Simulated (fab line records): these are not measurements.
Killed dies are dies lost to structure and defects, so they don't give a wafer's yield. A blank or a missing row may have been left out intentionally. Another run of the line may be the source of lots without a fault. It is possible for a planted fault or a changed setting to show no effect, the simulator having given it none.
The same fault as seen by 2 desks	flow berkeley cmos170	numbers are kept per desk, each desk with only its own; the story behind them comes last

== AT THE METROLOGY DESK ==
Lot by lot, what the gauges showed, no matter which tool ran the lot: averages of those sampled wafers that carry a number. A lot is out of limits, marked OUT, if its mean lies more than 4 standard deviations from the usual mean; the brackets give that distance.
Columns: A = GATE_POLY_THK at UCB170_GATE_THK_MEAS_05, usual 214.8 nm; B = cd nm at UCB170_GATE_CD_MEAS_12, usual 349.7 nm; C = GATE_OVL at UCB170_GATE_OVL_MEAS_13, usual -3 nm
lot	first seen here	A	B	C
L764	day 6 09:38	215.0	350.2	-1
L767	day 6 23:50	215.0	350.4	-2
L770	day 7 09:02	212.6	350.2	3
L777	day 9 06:37	214.7	350.1	-5
L781	day 9 18:54	214.2	352.2	-2
L782	day 9 18:55	216.5	349.4	2
Finding of this desk: none of the 6 lots has anything out of limits.

== TOOL OWNER'S DESK, rie si-01 ==
The tool's own readings at UCB170_GATE_ETCH_15 (etches poly-Si in HBr/Cl2, stops on SiO2, time 56.3 s, target depth 278.2 nm): means of the sampled wafers that have a number, for each lot that ran on this tool. A lot is out of limits, marked OUT, if its mean lies more than 4 standard deviations from the usual mean; the brackets give that distance.
Columns: A = drypump motor current A at UCB170_GATE_ETCH_15, usual 5.6 A; B = he backside leak sccm at UCB170_GATE_ETCH_15, usual 2.8 sccm; C = mfc cl2 sccm at UCB170_GATE_ETCH_15, usual 49.98 sccm; D = oes product au at UCB170_GATE_ETCH_15, usual 0.830 a.u.; E = run length s at UCB170_GATE_ETCH_15, usual 84.7 s; F = throttle valve pct at UCB170_GATE_ETCH_15, usual 26.55 %
lot	first seen here	A	B	C	D	E	F
L764	day 6 10:45	5.0	2.7	49.91	0.820	84.9	26.50
L767	day 7 00:55	5.0	2.4	49.96	0.813	85.1	26.43
L777	day 9 07:56	5.4	3.1	49.97	0.821	85.0	26.58
L781	day 9 19:59	5.9	3.2	49.86	0.999 (+9.9) OUT	62.6 (-44) OUT	26.58
L782	day 9 20:28	5.4	2.9	49.92	0.986 (+9.2) OUT	62.2 (-45) OUT	26.58
This desk's verdict: out of limits on L781, L782, starting with L781 at day 9 19:59 (oes product au at UCB170_GATE_ETCH_15). In limits: L764, L767, L777.

== BROUGHT TOGETHER ==
The tool owner's desk had the chance to raise an alarm at day 9 19:59 on L781, L782.
The metrology desk saw nothing out of limits.
The metrology desk has L781, L782 on record, within its limits.
Of the lots named, all ran UCB170_GATE_ETCH_15 on rie si-01.

== WHAT WAS PUT IN BY THE SIMULATOR ==
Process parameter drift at UCB170_GATE_ETCH_15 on rie si-01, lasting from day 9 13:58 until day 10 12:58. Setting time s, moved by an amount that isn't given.
Shown lots that were struck: L781, L782.
Hours from the fault's start to each desk's first reading out of limits: the tool owner's desk, 6.
